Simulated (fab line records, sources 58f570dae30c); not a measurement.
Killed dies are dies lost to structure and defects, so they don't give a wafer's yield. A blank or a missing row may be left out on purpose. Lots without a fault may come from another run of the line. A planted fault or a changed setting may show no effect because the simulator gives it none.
Which tool did it? | flow berkeley_cmos170 | 15 lots, 45 wafers sampled, at 7 steps of a route of 331

WHAT THE GAUGES READ, wafer by wafer
UCB170_FIELD_THK_MEAS_02.
lot  | measured     | on            | FIELD_OXIDE_THK (nm)
L848 | day 5 06:38  | film_metro-02 | 573 580 575
L850 | day 5 22:20  | film_metro-04 | 552 551 544
L851 | day 5 22:20  | film_metro-02 | 566 569 563
L852 | day 6 10:02  | film_metro-01 | 682 691 691
L853 | day 6 10:07  | film_metro-01 | 660 665 672
L854 | day 6 10:02  | film_metro-02 | 679 682 669
L862 | day 8 14:43  | film_metro-01 | 574 573 584
L864 | day 8 23:42  | film_metro-02 | 569 573 562
L863 | day 8 23:43  | film_metro-01 | 564 568 569
L865 | day 8 23:46  | film_metro-01 | 577 579 577
L866 | day 9 13:14  | film_metro-02 | 570 566 558
L868 | day 10 01:05 | film_metro-02 | 565 573 552
L870 | day 10 09:25 | film_metro-01 | 542 545 543
L869 | day 10 09:25 | film_metro-02 | 545 551 553
L871 | day 10 15:10 | film_metro-01 | 569 579 561

UCB170_FIELD_THK_MEAS_90.
lot  | measured     | on            | FIELD_OXIDE_LEFT_1_THK (nm)
L848 | day 5 15:29  | film_metro-01 | 455 461 456
L850 | day 6 14:53  | film_metro-04 | 435 434 428
L851 | day 6 14:53  | film_metro-02 | 450 453 448
L852 | day 6 23:02  | film_metro-01 | 565 574 573
L853 | day 6 23:04  | film_metro-02 | 543 549 556
L854 | day 6 23:02  | film_metro-04 | 561 564 551
L862 | day 9 00:11  | film_metro-02 | 455 453 465
L864 | day 9 10:02  | film_metro-02 | 451 454 444
L863 | day 9 10:03  | film_metro-01 | 446 450 451
L865 | day 9 10:02  | film_metro-04 | 459 460 459
L866 | day 9 23:02  | film_metro-01 | 455 449 441
L868 | day 10 09:53 | film_metro-04 | 449 457 436
L870 | day 10 20:01 | film_metro-04 | 424 426 425
L869 | day 10 20:01 | film_metro-02 | 429 435 437
L871 | day 11 00:32 | film_metro-01 | 454 464 446

UCB170_FIELD_THK_MEAS_91.
lot  | measured     | on            | FIELD_OXIDE_LEFT_2_THK (nm)
L848 | day 6 22:42  | film_metro-02 | 367 373 368
L850 | day 7 14:11  | film_metro-01 | 346 345 338
L851 | day 7 14:55  | film_metro-04 | 361 364 359
L852 | day 8 01:40  | film_metro-02 | 477 485 485
L853 | day 8 01:38  | film_metro-04 | 455 460 467
L854 | day 8 01:23  | film_metro-04 | 472 474 462
L862 | day 10 00:52 | film_metro-01 | 368 366 377
L864 | day 10 12:01 | film_metro-04 | 363 366 357
L863 | day 10 12:17 | film_metro-04 | 358 362 363
L865 | day 10 11:59 | film_metro-01 | 371 372 372
L866 | day 10 22:30 | film_metro-01 | 366 362 354
L868 | day 11 06:02 | film_metro-02 | 360 369 347
L870 | day 11 21:28 | film_metro-01 | 336 338 337
L869 | day 11 21:13 | film_metro-02 | 341 347 349
L871 | day 12 01:28 | film_metro-01 | 366 376 359

UCB170_NSD_CD_MEAS_06: target cd 1200 nm.
lot  | measured     | on        | cd_nm (nm)
L848 | day 8 05:54  | cd_sem-02 | 1199.7 1199.8 1201.6
L850 | day 8 15:20  | cd_sem-02 | 1200.5 1200.2 1199.6
L851 | day 8 15:03  | cd_sem-01 | 1202.9 1202.6 1203.4
L852 | day 9 09:14  | cd_sem-02 | 1198.9 1199.5 1199.1
L853 | day 9 09:08  | cd_sem-01 | 1200.3 1199.0 1199.5
L854 | day 9 08:58  | cd_sem-02 | 1199.6 1199.4 1198.6
L862 | day 11 10:06 | cd_sem-02 | 1199.5 1199.3 1200.1
L864 | day 11 20:31 | cd_sem-01 | 1199.2 1197.4 1198.2
L863 | day 11 20:19 | cd_sem-01 | 1200.9 1200.4 1201.4
L865 | day 11 20:11 | cd_sem-01 | 1199.1 1198.7 1199.4
L866 | day 12 01:12 | cd_sem-02 | 1198.6 1199.8 1200.0
L868 | day 12 11:35 | cd_sem-02 | 1199.9 1199.1 1199.7
L870 | day 13 04:35 | cd_sem-01 | 1199.6 1198.9 1198.6
L869 | day 13 04:19 | cd_sem-02 | 1199.0 1199.8 1199.9
L871 | day 13 08:58 | cd_sem-01 | 1200.4 1199.8 1199.7

WHICH TOOL RAN EACH LOT (tool, then ch and the chambers of the sampled wafers, then the start)
lot  | UCB170_NWELL_ETCH_13              | UCB170_FIELD_OXIDATION_01     | UCB170_NVT_STRIP_08
L848 | rie_diel-01 ch 1,2, day 2 14:19   | furnace-01 ch 0, day 5 03:38  | plasma_asher-02 ch 0,1, day 6 20:53
L850 | rie_diel-01 ch 1,2,3, day 3 04:46 | furnace-01 ch 0, day 5 19:20  | plasma_asher-04 ch 0,1, day 7 10:23
L851 | rie_diel-03 ch 1,3, day 3 05:01   | furnace-01 ch 0, day 5 19:20  | plasma_asher-02 ch 0,1, day 7 10:37
L852 | rie_diel-01 ch 1,3, day 3 11:47   | furnace-01 ch 0, day 6 07:01  | plasma_asher-01 ch 0,1, day 7 20:57
L853 | rie_diel-03 ch 0,1,2, day 3 12:02 | furnace-01 ch 0, day 6 07:01  | plasma_asher-02 ch 0,1, day 7 21:04
L854 | rie_diel-02 ch 0,2,3, day 3 12:16 | furnace-01 ch 0, day 6 07:01  | plasma_asher-04 ch 0,1, day 7 20:41
L862 | rie_diel-03 ch 0,2,3, day 5 09:52 | furnace-02 ch 0, day 8 11:43  | plasma_asher-02 ch 0,1, day 9 22:58
L864 | rie_diel-01 ch 0,1,3, day 5 19:47 | furnace-04 ch 0, day 8 20:42  | plasma_asher-04 ch 0,1, day 10 10:16
L863 | rie_diel-03 ch 0,3, day 5 20:04   | furnace-04 ch 0, day 8 20:42  | plasma_asher-02 ch 0,1, day 10 10:23
L865 | rie_diel-03 ch 0,1,3, day 6 05:10 | furnace-04 ch 0, day 8 20:42  | plasma_asher-02 ch 0,1, day 10 10:04
L866 | rie_diel-02 ch 0,2, day 6 15:53   | furnace-04 ch 0, day 9 10:14  | plasma_asher-01 ch 0,1, day 10 19:41
L868 | rie_diel-02 ch 0,2,3, day 7 00:01 | furnace-02 ch 0, day 9 22:05  | plasma_asher-04 ch 0,1, day 11 03:58
L870 | rie_diel-02 ch 0,2,3, day 7 07:58 | furnace-02 ch 0, day 10 06:25 | plasma_asher-02 ch 0,1, day 11 16:13
L869 | rie_diel-03 ch 1,2, day 7 08:12   | furnace-02 ch 0, day 10 06:25 | plasma_asher-01 ch 1, day 11 15:56
L871 | rie_diel-03 ch 1,2, day 7 19:12   | furnace-04 ch 0, day 10 12:06 | plasma_asher-02 ch 0,1, day 11 20:40
- UCB170_NWELL_ETCH_13: etches Si3N4 in CH3F/Ar/O2, stops on SiO2, target depth 246.4 nm, time 154 s.
- UCB170_FIELD_OXIDATION_01: target thk 558.3 nm, ox time 7200 s.
- UCB170_NVT_STRIP_08: strips in O2.

WHAT THE TOOLS THEMSELVES READ (means of the sampled wafers that have a number; where no wafer has one, the mark that the record gives instead)
UCB170_NWELL_ETCH_13.
lot  | tool        | drypump_motor_current_A (A) | oes_product_au (a.u.) | rf_fwd_power_W (W) | throttle_valve_pct (%)
L848 | rie_diel-01 | 5.3                         | 0.938                 | 449.6              | 8.00
L850 | rie_diel-01 | 5.7                         | 0.926                 | 447.4              | 7.99
L851 | rie_diel-03 | 6.0                         | 0.956                 | 446.8              | 8.11
L852 | rie_diel-01 | 5.2                         | 0.941                 | 449.6              | 8.00
L853 | rie_diel-03 | 5.6                         | 0.926                 | 448.5              | 8.02
L854 | rie_diel-02 | 5.8                         | 0.941                 | 447.1              | 8.03
L862 | rie_diel-03 | 5.7                         | 0.932                 | 447.1              | 7.97
L864 | rie_diel-01 | 5.4                         | 0.922                 | 448.0              | 8.02
L863 | rie_diel-03 | 5.8                         | 0.951                 | 447.8              | 7.99
L865 | rie_diel-03 | 5.8                         | 0.949                 | 448.6              | 8.06
L866 | rie_diel-02 | 5.6                         | 0.932                 | 447.5              | 8.13
L868 | rie_diel-02 | 5.8                         | 0.941                 | 447.4              | 8.04
L870 | rie_diel-02 | 5.8                         | 0.939                 | 448.2              | 8.03
L869 | rie_diel-03 | 5.4                         | 0.923                 | 448.8              | 8.00
L871 | rie_diel-03 | 5.5                         | 0.934                 | 448.2              | 7.99

UCB170_FIELD_OXIDATION_01.
lot  | tool       | spike_tc_centre_C (C) | spike_tc_load_C (C) | spike_tc_source_C (C) | tube_center_temp_C (C) | tube_center_temp_C_max
L848 | furnace-01 | 1000.4                | 1026.0              | 1025.4                | 1000                   | 1002.5
L850 | furnace-01 | 1000.7                | 1026.9              | 1025.5                | 1000                   | 1002.3
L851 | furnace-01 | 999.5                 | 1026.9              | 1023.9                | 1000                   | 1002.4
L852 | furnace-01 | 1032.7                | 1057.8              | 1057.3                | 1032                   | 1034.3
L853 | furnace-01 | 1031.7                | 1058.8              | 1058.2                | 1032                   | 1034.5
L854 | furnace-01 | 1031.2                | 1059.4              | 1057.0                | 1032                   | 1034.8
L862 | furnace-02 | 1003.4                | 1028.0              | 1022.8                | 1000                   | 1002.7
L864 | furnace-04 | 1003.2                | 1022.9              | 1025.9                | 1000                   | 1002.6
L863 | furnace-04 | 1003.0                | 1023.3              | 1026.8                | 1000                   | 1002.5
L865 | furnace-04 | 1002.5                | 1023.5              | 1027.4                | 1000                   | 1002.5
L866 | furnace-04 | 1003.1                | 1023.7              | 1026.7                | 1000                   | 1002.4
L868 | furnace-02 | 1002.9                | 1028.5              | 1022.5                | 1000                   | 1002.5
L870 | furnace-02 | 1003.7                | 1027.2              | 1022.7                | 1000                   | 1002.4
L869 | furnace-02 | 1003.4                | 1028.5              | 1022.0                | 1000                   | 1002.3
L871 | furnace-04 | 1002.7                | 1024.1              | 1026.4                | 1000                   | 1002.7

UCB170_NVT_STRIP_08.
lot  | tool            | drypump_motor_current_A (A) | oes_product_au (a.u.) | strip_time_to_endpoint_s (s)
L848 | plasma_asher-02 | 5.7                         | 0.730                 | 21.58
L850 | plasma_asher-04 | 5.6                         | 0.733                 | 21.64
L851 | plasma_asher-02 | 5.7                         | 0.732                 | 21.51
L852 | plasma_asher-01 | 5.5                         | 0.734                 | 21.62
L853 | plasma_asher-02 | 5.7                         | 0.731                 | 21.67
L854 | plasma_asher-04 | 5.5                         | 0.737                 | 21.62
L862 | plasma_asher-02 | 5.7                         | 0.735                 | 21.54
L864 | plasma_asher-04 | 5.5                         | 0.737                 | 21.57
L863 | plasma_asher-02 | 5.7                         | 0.731                 | 21.68
L865 | plasma_asher-02 | 5.5                         | 0.732                 | 21.62
L866 | plasma_asher-01 | 5.6                         | 0.733                 | 21.60
L868 | plasma_asher-04 | 5.6                         | 0.734                 | 21.60
L870 | plasma_asher-02 | 5.5                         | 0.728                 | 21.58
L869 | plasma_asher-01 | 5.8                         | 0.733                 | 21.61
L871 | plasma_asher-02 | 5.5                         | 0.734                 | 21.67

THE ANSWER, worked out from the rows above alone
Rule: what is usual is taken from the lots themselves. Put in order of their means at a reading, lots are off if they are a third of the lots or fewer, leave a main group of 4 or more, and stand apart from it by a gap of 3 or more times the standard deviation of the main group's means; of several such gaps the widest counts. A main group whose means are all the same, to the digits that the tables above print for the reading, isn't used. A lot without any number at a reading at which 4 lots or more have one is off too. The other lots that the step has rows for count as sound. The gauges are gone through in route order, then the tools' own readings, and for those a lot's mean is taken as printed above. The first step at which some lot is off is used, and at that step the reading that is off furthest; a lot without a number counts as furthest.
Off: L852, L853, L854, at UCB170_FIELD_THK_MEAS_02 (FIELD_OXIDE_THK). The main group: mean 564 nm, standard deviation 11.
A tool fits if, at a process step before that reading, it ran every lot that is off, and no sound lot after the first of them. The gauges at UCB170_FIELD_THK_MEAS_02 aren't tried: what is off there is off at UCB170_FIELD_OXIDATION_01 too, on other tools, and a gauge's error can't cause that. One fits: furnace-01 at UCB170_FIELD_OXIDATION_01. Its last sound lot is L850 (day 5 19:20), its first lot that is off L852 (day 6 07:01): a fault that began between those two fits.
The tool's own readings at UCB170_FIELD_OXIDATION_01 bear it out: on the lots that are off they differ by more than 5 times the standard deviation of the sound lots' means. spike_tc_centre_C reads 1031.9 C there against 1002.4 C on the sound lots; spike_tc_load_C reads 1058.7 C there against 1025.8 C on the sound lots; spike_tc_source_C reads 1057.5 C there against 1024.8 C on the sound lots; tube_center_temp_C reads 1032 C there against 1000 C on the sound lots; tube_center_temp_C_max reads 1034.5 there against 1002.5 on the sound lots.

WHAT THE SIMULATOR HAD PUT IN
Process parameter drift: furnace-01, from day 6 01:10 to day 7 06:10, at UCB170_FIELD_OXIDATION_01. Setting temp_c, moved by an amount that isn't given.
Lots struck among those shown: L852, L854, L853. The rule above found the same.
